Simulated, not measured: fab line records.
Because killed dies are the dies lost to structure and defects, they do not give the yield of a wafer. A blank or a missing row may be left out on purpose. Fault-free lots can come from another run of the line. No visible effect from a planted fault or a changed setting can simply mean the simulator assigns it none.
Comparing a struck lot with a sound one / flow berkeley cmos170 / 29 out of 331 route steps
Sound: wafers L962.3, L962.4, L962.5. Wafers L968.4, L968.5, L968.6 were the ones struck. At the end, the cause is stated.
Per side, at each step with rows, come the tool, then ch with its chambers, and then its first start. Under that, the readings that differ: sound wafers / struck wafers / difference of the means / sigmas: that difference in standard deviations of wafers without a fault.
alike: a reading whose means differ by less than 2 such deviations, as well as words and numbers matching on both sides. not compared: withheld readings; readings where some wafer has no value; bounds like >300 that might hide an equal value; numbers whose values overlap and for which the record gives no deviation.
The two part at a step that has a row with sigmas, a row that says differs or no value, or rows on one side only. Non-overlapping numbers with no deviation appear without sigmas and do not part them. A reading that every wafer of one side lacks parts them only if that side has two wafers or more.

UCB170_ACTIVE_THK_MEAS_03:
  sound: film metro-02 at day 4 19:38; struck: film metro-03 at day 5 21:19
  alike: ACTIVE_OXIDE_THK
then, 2 steps without rows for these wafers: UCB170_ACTIVE_ANNEAL_04 (time 900 s); UCB170_ACTIVE_CVD_05 (deposits Si3N4 from SiH2Cl2/NH3, target thk 220 nm, time 3300 s).
UCB170_ACTIVE_THK_MEAS_06:
  sound: film metro-04 at day 5 05:19; struck: film metro-04 at day 6 06:48
  alike: ACTIVE_NITRIDE_THK
then, 6 steps without rows for these wafers: UCB170_ACTIVE_HMDS_07 (prime time 60 s); UCB170_ACTIVE_COAT_08 (resist thk 900 nm); UCB170_ACTIVE_SOFTBAKE_09 (time 60 s); UCB170_ACTIVE_EXPOSE_10 (exposes mask ACTIVE, target cd 1200 nm); UCB170_ACTIVE_PEB_11; UCB170_ACTIVE_DEVELOP_12 (develop time 45 s).
UCB170_ACTIVE_CD_MEAS_13: target cd 1200 nm.
  sound: cd sem-02 at day 5 06:22; struck: cd sem-01 at day 6 08:24
  alike: cd nm
UCB170_ACTIVE_OVL_MEAS_14:
  sound: overlay-02 at day 5 06:28; struck: overlay-01 at day 6 08:29
  alike: ACTIVE_OVL
UCB170_ACTIVE_ETCH_15: etches Si3N4 in CH3F/Ar/O2, stops on SiO2, target depth 242 nm, time 151 s.
  sound on rie diel-04 ch 0,2,3, day 5 06:29; struck on rie diel-02 ch 0,1, day 6 08:30
reading=model.KrF_of_ACTIVE_COAT_08.thk nm (nm); sound=728.3 720.4 725.4; struck=658.6 660.3 658.7; difference=-65.5; sigmas=
reading=model.SiO2_of_ACTIVE_OXIDATION_02.thk nm (nm); sound=23.05 22.09 21.81; struck=6.086 5.887 6.732; difference=-16.082; sigmas=
  alike: drypump motor current A, mfc ar sccm, oes product au, throttle valve pct
  not compared: rf hours counter h
UCB170_ACTIVE_STRIP_16: strips in O2.
  sound on plasma asher-04 ch 0,1, day 5 06:37; struck on plasma asher-04 ch 0,1, day 6 08:38
reading=strip time to endpoint s (s); sound=18.18 17.99 18.12; struck=16.50 16.54 16.50; difference=-1.58; sigmas=-14
  alike: drypump motor current A, o2 flow sccm, oes product au
  not compared: rf hours counter h
UCB170_ACTIVE_CD_MEAS_90: target cd 1200 nm.
  sound: cd sem-01 at day 5 06:44; struck: cd sem-01 at day 6 08:46
  alike: cd nm
then, 7 steps without rows for these wafers: UCB170_ACTIVE_CLEAN_17 (cleans in SPM, time 600 s); UCB170_PFIELD_HMDS_00 (prime time 60 s); UCB170_PFIELD_COAT_01 (resist thk 900 nm); UCB170_PFIELD_SOFTBAKE_02 (time 60 s); UCB170_PFIELD_EXPOSE_03 (exposes mask PFIELD, target cd 1500 nm); UCB170_PFIELD_PEB_04; UCB170_PFIELD_DEVELOP_05 (develop time 45 s).
UCB170_PFIELD_OVL_MEAS_06:
  sound: overlay-01 at day 5 08:25; struck: overlay-02 at day 6 12:35
  alike: PFIELD_OVL
next, for these wafers, 1 step has no rows: UCB170_PFIELD_IMPLANT_07.
UCB170_PFIELD_STRIP_08: strips in O2.
  sound on plasma asher-03 ch 0,1, day 5 08:37; struck on plasma asher-01 ch 0,1, day 6 12:47
  alike: drypump motor current A, o2 flow sccm, oes product au, strip time to endpoint s
  not compared: rf hours counter h
UCB170_PFIELD_TW_MEAS_09:
  sound: film metro-01 at day 5 08:43; struck: film metro-03 at day 6 12:53
  alike: PFIELD_TW
UCB170_FIELD_CLEAN_00: cleans in dHF, time 7.5 s.
  sound on wet bench-01 ch 2, day 5 08:45; struck on wet bench-01 ch 1, day 6 12:55
reading=model.SiO2_of_ACTIVE_OXIDATION_02.thk nm (nm); sound=21.59 20.63 20.35; struck=4.627 4.424 5.268; difference=-16.084; sigmas=
then, 2 steps without rows for these wafers: UCB170_FIELD_OXIDATION_01 (target thk 558.3 nm, ox time 7200 s); UCB170_M3_PROBE_99.

WHERE THEY PART
Only at UCB170_ACTIVE_STRIP_16, within this record. Later steps at which nothing parts them and some readings are alike: UCB170_ACTIVE_CD_MEAS_90, UCB170_PFIELD_OVL_MEAS_06, UCB170_PFIELD_STRIP_08, UCB170_PFIELD_TW_MEAS_09.

WHY: whatever the simulator had introduced
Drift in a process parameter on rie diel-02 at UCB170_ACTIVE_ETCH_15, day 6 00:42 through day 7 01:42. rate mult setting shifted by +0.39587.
